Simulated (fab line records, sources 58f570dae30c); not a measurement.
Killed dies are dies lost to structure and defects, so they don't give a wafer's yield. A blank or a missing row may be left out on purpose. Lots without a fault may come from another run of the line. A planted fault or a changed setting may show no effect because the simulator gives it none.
Which tool did it? | flow berkeley_cmos170 | 14 lots, 42 wafers sampled, at 4 steps of a route of 331

WHAT THE GAUGES READ, wafer by wafer
UCB170_NLDD_TW_MEAS_11.
lot  | measured     | on            | NLDD_TW
L189 | day 7 02:07  | film_metro-03 | 2211 2199 2202
L191 | day 7 02:27  | film_metro-04 | 2206 2217 2222
L190 | day 7 02:35  | film_metro-01 | 2240 2245 2259
L195 | day 8 02:36  | film_metro-03 | 2211 2211 2206
L192 | day 8 02:52  | film_metro-04 | 2220 2219 2209
L193 | day 8 03:23  | film_metro-03 | 2216 2222 2209
L194 | day 8 03:40  | film_metro-04 | 2215 2210 2215
L200 | day 9 19:59  | film_metro-01 | 2444 2448 2452
L202 | day 9 20:19  | film_metro-04 | 2214 2219 2211
L204 | day 10 09:53 | film_metro-01 | 2457 2461 2467
L205 | day 11 07:53 | film_metro-03 | 2216 2215 2206
L209 | day 11 08:27 | film_metro-01 | 2227 2227 2233
L210 | day 12 08:10 | film_metro-03 | 2194 2198 2190
L212 | day 12 08:26 | film_metro-04 | 2215 2209 2209

UCB170_SDANNEAL_RS_MEAS_05: measures by four-point-probe.
lot  | measured     | on            | NLDD_RS (ohm/sq)
L189 | day 7 14:10  | film_metro-04 | 614.9 615.4 617.1
L191 | day 7 14:51  | film_metro-04 | 615.1 613.7 614.7
L190 | day 7 14:43  | film_metro-03 | 619.2 615.7 618.0
L195 | day 8 15:13  | film_metro-01 | 617.3 619.1 617.4
L192 | day 8 14:40  | film_metro-04 | 616.1 616.7 616.5
L193 | day 8 14:56  | film_metro-03 | 617.7 616.5 619.0
L194 | day 8 15:47  | film_metro-04 | 615.7 616.7 616.6
L200 | day 10 08:02 | film_metro-03 | 484.5 485.4 485.2
L202 | day 10 08:11 | film_metro-04 | 615.9 615.9 616.1
L204 | day 10 23:55 | film_metro-03 | 484.0 483.9 483.3
L205 | day 11 20:43 | film_metro-01 | 618.1 617.4 617.5
L209 | day 11 20:14 | film_metro-04 | 614.3 615.9 614.0
L210 | day 13 00:45 | film_metro-03 | 617.2 617.0 617.9
L212 | day 13 00:45 | film_metro-01 | 617.8 618.4 618.7

UCB170_M2_RS_MEAS_02: measures by four-point-probe.
lot  | measured     | on            | M2_AL_RS (ohm/sq)
L189 | day 8 03:16  | film_metro-04 | 0.0326 0.0324 0.0320
L191 | day 8 06:38  | film_metro-03 | 0.0320 0.0318 0.0319
L190 | day 8 06:24  | film_metro-02 | 0.0323 0.0321 0.0322
L195 | day 9 03:49  | film_metro-02 | 0.0317 0.0316 0.0318
L192 | day 9 02:34  | film_metro-03 | 0.0322 0.0324 0.0325
L193 | day 9 03:43  | film_metro-04 | 0.0320 0.0319 0.0317
L194 | day 9 05:32  | film_metro-02 | 0.0317 0.0323 0.0319
L200 | day 10 20:17 | film_metro-03 | 0.0322 0.0322 0.0324
L202 | day 10 20:32 | film_metro-03 | 0.0326 0.0328 0.0326
L204 | day 11 18:07 | film_metro-02 | 0.0319 0.0321 0.0316
L205 | day 12 13:28 | film_metro-03 | 0.0319 0.0319 0.0319
L209 | day 12 13:34 | film_metro-04 | 0.0318 0.0322 0.0321
L210 | day 13 20:08 | film_metro-04 | 0.0320 0.0321 0.0320
L212 | day 13 18:32 | film_metro-04 | 0.0320 0.0317 0.0315

WHICH TOOL RAN EACH LOT (tool, then ch and the chambers of the sampled wafers, then the start)
lot  | UCB170_NLDD_IMPLANT_08
L189 | implanter-02 ch 0, day 7 01:44
L191 | implanter-04 ch 0, day 7 02:03
L190 | implanter-02 ch 0, day 7 02:13
L195 | implanter-01 ch 0, day 8 02:12
L192 | implanter-04 ch 0, day 8 02:31
L193 | implanter-01 ch 0, day 8 02:59
L194 | implanter-02 ch 0, day 8 03:16
L200 | implanter-04 ch 0, day 9 19:36
L202 | implanter-02 ch 0, day 9 19:56
L204 | implanter-04 ch 0, day 10 09:30
L205 | implanter-02 ch 0, day 11 07:29
L209 | implanter-02 ch 0, day 11 08:05
L210 | implanter-02 ch 0, day 12 07:46
L212 | implanter-01 ch 0, day 12 08:03
- UCB170_NLDD_IMPLANT_08

WHAT THE TOOLS THEMSELVES READ (means of the sampled wafers that have a number; where no wafer has one, the mark that the record gives instead)
UCB170_NLDD_IMPLANT_08.
lot  | tool         | beam_energy_keV | dose_ions_cm2 | faraday_current_uA
L189 | implanter-02 | 30.008          | 5e+13         | 156
L191 | implanter-04 | 29.992          | 5e+13         | 157
L190 | implanter-02 | 30.001          | 5e+13         | 156
L195 | implanter-01 | 30.000          | 5e+13         | 155
L192 | implanter-04 | 29.999          | 5e+13         | 161
L193 | implanter-01 | 30.007          | 5e+13         | 160
L194 | implanter-02 | 29.996          | 5e+13         | 160
L200 | implanter-04 | 29.993          | 9e+13         | 296
L202 | implanter-02 | 29.996          | 5e+13         | 158
L204 | implanter-04 | 30.000          | 9e+13         | 287
L205 | implanter-02 | 29.992          | 5e+13         | 159
L209 | implanter-02 | 29.990          | 5e+13         | 160
L210 | implanter-02 | 29.998          | 5e+13         | 156
L212 | implanter-01 | 29.994          | 5e+13         | 158

THE ANSWER, worked out from the rows above alone
Rule: what is usual is taken from the lots themselves. Put in order of their means at a reading, lots are off if they are a third of the lots or fewer, leave a main group of 4 or more, and stand apart from it by a gap of 3 or more times the standard deviation of the main group's means; of several such gaps the widest counts. A main group whose means are all the same, to the digits that the tables above print for the reading, isn't used. A lot without any number at a reading at which 4 lots or more have one is off too. The other lots that the step has rows for count as sound. The gauges are gone through in route order, then the tools' own readings, and for those a lot's mean is taken as printed above. The first step at which some lot is off is used, and at that step the reading that is off furthest; a lot without a number counts as furthest.
Off: L200, L204, at UCB170_NLDD_TW_MEAS_11 (NLDD_TW). The main group: mean 2215, standard deviation 13.
A tool fits if, at a process step before that reading, it ran every lot that is off, and no sound lot after the first of them. The gauges at UCB170_NLDD_TW_MEAS_11 aren't tried: what is off there is off at UCB170_SDANNEAL_RS_MEAS_05 too, on other tools, and a gauge's error can't cause that. One fits: implanter-04 at UCB170_NLDD_IMPLANT_08. Its last sound lot is L192 (day 8 02:31), its first lot that is off L200 (day 9 19:36): a fault that began between those two fits.
The tool's own readings at UCB170_NLDD_IMPLANT_08 bear it out: on the lots that are off they differ by more than 5 times the standard deviation of the sound lots' means. dose_ions_cm2 reads 9e+13 there against 5e+13 on the sound lots; faraday_current_uA reads 292 there against 158 on the sound lots.

WHAT THE SIMULATOR HAD PUT IN
Process parameter drift: implanter-04, from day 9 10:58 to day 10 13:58, at UCB170_NLDD_IMPLANT_08. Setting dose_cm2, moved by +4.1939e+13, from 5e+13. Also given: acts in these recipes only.
Lots struck among those shown: L200, L204. The rule above found the same.
